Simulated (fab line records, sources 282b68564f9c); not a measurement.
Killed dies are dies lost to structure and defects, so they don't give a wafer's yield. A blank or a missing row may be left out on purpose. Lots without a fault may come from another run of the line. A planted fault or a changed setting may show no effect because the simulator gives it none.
Which tool did it? | flow rit_cmos | 16 lots, 48 wafers sampled, at 5 steps of a route of 202

WHAT THE GAUGES READ, wafer by wafer
RIT_PLDD_OVL_MEAS_06. Usual: PLDD_OVL -1.2 nm, standard deviation 1.3.
lot  | measured    | on         | PLDD_OVL (nm)  | flag
L720 | day 2 18:37 | overlay-02 | -3.4 -1.8 -1.2 |
L721 | day 3 00:34 | overlay-02 | -0.5 -0.4 -2.6 |
L722 | day 3 08:14 | overlay-02 | -2.0 -1.7 -3.1 |
L723 | day 3 10:40 | overlay-01 | -1.2 -0.8 -1.1 |
L725 | day 3 19:41 | overlay-02 | -2.1 -0.4 -1.6 |
L726 | day 4 01:16 | overlay-01 | -2.0 -4.1 -4.1 |
L727 | day 4 05:06 | overlay-02 | -2.7 -1.9 -2.0 |
L728 | day 4 12:05 | overlay-02 | -0.4 -0.1 -1.8 |
L729 | day 4 17:12 | overlay-01 | -1.3 1.0 0.6   |
L731 | day 5 01:27 | overlay-02 | -1.2 -2.1 -1.4 |
L734 | day 5 16:45 | overlay-02 | -2.8 -0.5 -3.3 |
L735 | day 5 21:03 | overlay-02 | 0.3 -0.5 1.5   |
L737 | day 6 09:19 | overlay-02 | -3.7 -2.6 -2.4 |
L739 | day 6 19:10 | overlay-01 | 0.0 -2.5 -0.8  |
L741 | day 7 03:59 | overlay-01 | 1.3 0.9 -0.1   |
L742 | day 7 14:29 | overlay-02 | 0.3 -2.2 -2.2  |

RIT_PSD_OVL_MEAS_06. Usual: PSD_OVL 0.4 nm, standard deviation 1.2.
lot  | measured    | on         | PSD_OVL (nm)   | flag
L720 | day 3 00:01 | overlay-01 | -1.4 1.6 1.7   |
L721 | day 3 06:11 | overlay-01 | 0.3 -0.1 -0.9  |
L722 | day 3 13:49 | overlay-02 | 0.4 1.7 0.6    |
L723 | day 3 17:48 | overlay-02 | 0.8 -0.2 -2.1  |
L725 | day 4 01:34 | overlay-02 | 2.2 1.3 1.3    |
L726 | day 4 06:56 | overlay-01 | -1.1 -0.8 -0.4 |
L727 | day 4 10:33 | overlay-01 | -0.7 -0.1 0.3  |
L728 | day 4 17:33 | overlay-02 | 2.2 0.5 1.7    |
L729 | day 4 22:40 | overlay-01 | 2.7 1.0 0.3    |
L731 | day 5 07:06 | overlay-02 | - - -          | OFF
L734 | day 5 22:20 | overlay-02 | - - -          | OFF
L735 | day 6 03:03 | overlay-01 | - - -          | OFF
L737 | day 6 14:49 | overlay-02 | - - -          | OFF
L739 | day 7 01:01 | overlay-02 | -0.4 -1.2 -0.9 |
L741 | day 7 09:31 | overlay-02 | 1.3 1.8 0.5    |
L742 | day 7 20:04 | overlay-01 | 0.3 0.9 0.7    |

RIT_SILICIDE_THK_MEAS_03: measures by xrf. Usual: SILICIDE_TI_THK 28.88 nm, standard deviation 0.25.
lot  | measured    | on            | SILICIDE_TI_THK (nm) | flag
L720 | day 3 01:50 | film_metro-04 | 29.01 28.96 29.11    |
L721 | day 3 07:57 | film_metro-04 | 28.84 28.67 28.82    |
L722 | day 3 15:37 | film_metro-04 | 29.14 29.33 29.15    |
L723 | day 3 19:36 | film_metro-03 | 28.62 28.90 28.78    |
L725 | day 4 03:20 | film_metro-04 | 28.54 28.71 28.80    |
L726 | day 4 08:41 | film_metro-01 | 29.06 28.91 28.93    |
L727 | day 4 12:20 | film_metro-04 | 29.13 29.10 28.99    |
L728 | day 4 19:18 | film_metro-03 | 29.05 28.89 29.07    |
L729 | day 5 00:33 | film_metro-04 | 28.60 28.65 28.51    |
L731 | day 5 08:52 | film_metro-03 | 28.95 29.03 29.07    |
L734 | day 6 00:06 | film_metro-04 | 28.79 28.99 29.05    |
L735 | day 6 04:49 | film_metro-03 | 28.92 28.57 28.93    |
L737 | day 6 16:35 | film_metro-03 | 28.81 28.61 29.05    |
L739 | day 7 02:47 | film_metro-04 | 28.46 28.52 28.56    |
L741 | day 7 11:17 | film_metro-04 | 28.40 28.74 29.20    |
L742 | day 7 21:59 | film_metro-04 | 28.63 28.74 28.61    |

WHICH TOOL RAN EACH LOT (tool, then ch and the chambers of the sampled wafers, then the start)
lot  | RIT_PSD_EXPOSE_03                  | RIT_SILICIDE_SPUTTER_01
L720 | iline_stepper-01 ch 0, day 2 23:37 | pvd_sputter-03, day 3 01:34
L721 | iline_stepper-02 ch 0, day 3 05:39 | pvd_sputter-02, day 3 07:41
L722 | iline_stepper-02 ch 0, day 3 13:26 | pvd_sputter-03, day 3 15:20
L723 | iline_stepper-02 ch 0, day 3 17:26 | pvd_sputter-02, day 3 19:18
L725 | iline_stepper-01 ch 0, day 4 01:10 | pvd_sputter-02, day 4 03:04
L726 | iline_stepper-02 ch 0, day 4 06:32 | pvd_sputter-03, day 4 08:25
L727 | iline_stepper-02 ch 0, day 4 10:10 | pvd_sputter-02, day 4 12:02
L728 | iline_stepper-01 ch 0, day 4 17:09 | pvd_sputter-03, day 4 19:02
L729 | iline_stepper-02 ch 0, day 4 22:17 | pvd_sputter-02, day 5 00:16
L731 | iline_stepper-01 ch 0, day 5 06:43 | pvd_sputter-02, day 5 08:35
L734 | iline_stepper-01 ch 0, day 5 21:56 | pvd_sputter-03, day 5 23:50
L735 | iline_stepper-01 ch 0, day 6 02:39 | pvd_sputter-02, day 6 04:32
L737 | iline_stepper-01 ch 0, day 6 14:25 | pvd_sputter-02, day 6 16:19
L739 | iline_stepper-02 ch 0, day 7 00:37 | pvd_sputter-02, day 7 02:31
L741 | iline_stepper-02 ch 0, day 7 09:07 | pvd_sputter-02, day 7 11:01
L742 | iline_stepper-02 ch 0, day 7 19:41 | pvd_sputter-03, day 7 21:43
- RIT_PSD_EXPOSE_03: exposes mask M10, target cd 40900 nm.
- RIT_SILICIDE_SPUTTER_01: material Ti, target thk 30 nm, time 231.8 s.

WHAT THE TOOLS THEMSELVES READ (means of the sampled wafers that have a number; where no wafer has one, the mark that the record gives instead)
RIT_SILICIDE_SPUTTER_01. Usual: throttle_valve_pct 29.4 %, standard deviation 0.59.
lot  | tool           | throttle_valve_pct (%) | flag
L720 | pvd_sputter-03 | 29.8                   |
L721 | pvd_sputter-02 | 29.0                   |
L722 | pvd_sputter-03 | 29.8                   |
L723 | pvd_sputter-02 | 29.5                   |
L725 | pvd_sputter-02 | 29.0                   |
L726 | pvd_sputter-03 | 30.2                   |
L727 | pvd_sputter-02 | 29.1                   |
L728 | pvd_sputter-03 | 29.8                   |
L729 | pvd_sputter-02 | 29.7                   |
L731 | pvd_sputter-02 | 29.3                   |
L734 | pvd_sputter-03 | 29.7                   |
L735 | pvd_sputter-02 | 28.9                   |
L737 | pvd_sputter-02 | 29.2                   |
L739 | pvd_sputter-02 | 29.4                   |
L741 | pvd_sputter-02 | 29.5                   |
L742 | pvd_sputter-03 | 29.6                   |

THE ANSWER, worked out from the rows above alone
Rule: a lot is off if the mean of its wafers that have a number lies more than 3 standard deviations from the usual mean. A lot without any number at a reading at which 4 lots or more have one is off too. The other lots that the step has rows for count as sound. The gauges are gone through in route order, then the tools' own readings, and for those a lot's mean is taken as printed above. The first step at which some lot is off is used, and at that step the reading that is off furthest; a lot without a number counts as furthest.
Off: L731, L734, L735, L737, at RIT_PSD_OVL_MEAS_06 (PSD_OVL). Without a number there: L731, L734, L735, L737.
A tool fits if, at a process step before that reading, it ran every lot that is off, and no sound lot after the first of them. The gauges at RIT_PSD_OVL_MEAS_06 are tried like those tools. One fits: iline_stepper-01 at RIT_PSD_EXPOSE_03. Its last sound lot is L728 (day 4 17:09), its first lot that is off L731 (day 5 06:43): a fault that began between those two fits.

WHAT THE SIMULATOR HAD PUT IN
Scanner matching overlay: iline_stepper-01, from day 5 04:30 on, at RIT_PSD_EXPOSE_03. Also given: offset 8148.
Lots struck among those shown: L731, L734, L735, L737. The rule above found the same.
